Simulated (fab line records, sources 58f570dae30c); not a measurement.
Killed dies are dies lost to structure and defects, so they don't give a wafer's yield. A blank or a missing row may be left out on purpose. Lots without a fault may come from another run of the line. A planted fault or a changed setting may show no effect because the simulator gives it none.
Chamber matching | flow berkeley_cmos170 | UCB170_PWELL_ETCH_14 on rie_diel-03: 4 sister chambers
The step etches Si3N4 in CH3F/Ar/O2, stops on SiO2, target depth 242 nm, time 151 s. 4 wafers are shown with their chamber, then 9 later ones without.

WAFERS WITH THEIR CHAMBER
wafer  | chamber | drypump_motor_current_A (A)
L549.3 | 1       | 6.5
L553.1 | 2       | 5.9
L553.2 | 3       | 4.8
L553.3 | 0       | 6.0

WAFERS WITHOUT THEIR CHAMBER
wafer  | drypump_motor_current_A (A)
L556.1 | 4.8
L556.5 | 4.9
L556.6 | 6.0
L560.3 | 6.6
L560.4 | 6.0
L560.5 | 4.9
L561.2 | 6.5
L561.3 | 6.0
L561.5 | 5.8

WHICH CHAMBER EACH WENT THROUGH
wafer  | from the rows above     | in truth
L556.1 | 3                       | 3
L556.5 | 3                       | 3
L556.6 | can't be placed: 0 or 2 | 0
L560.3 | 1                       | 1
L560.4 | can't be placed: 0 or 2 | 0
L560.5 | 3                       | 3
L561.2 | 1                       | 1
L561.3 | can't be placed: 0 or 2 | 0
L561.5 | can't be placed: 2 or 0 | 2
Placed correctly: 5 of 9. Can't be placed from these rows: 4 (the true chamber is among the candidates in 4). Placed wrongly: 0.
How it was worked out, from the rows above alone: a wafer's distance from a chamber is the root of the sum, over the readings, of the square of ((its reading less the chamber's mean) divided by the reading's scatter). The wafer belongs to the nearest chamber; if the next one is less than 2 further off, it can't be placed. A chamber's mean is the mean of its shown wafers. The scatter: with one shown wafer a chamber, the root of the mean of the squares of how far each hidden wafer lies from its nearest shown one.
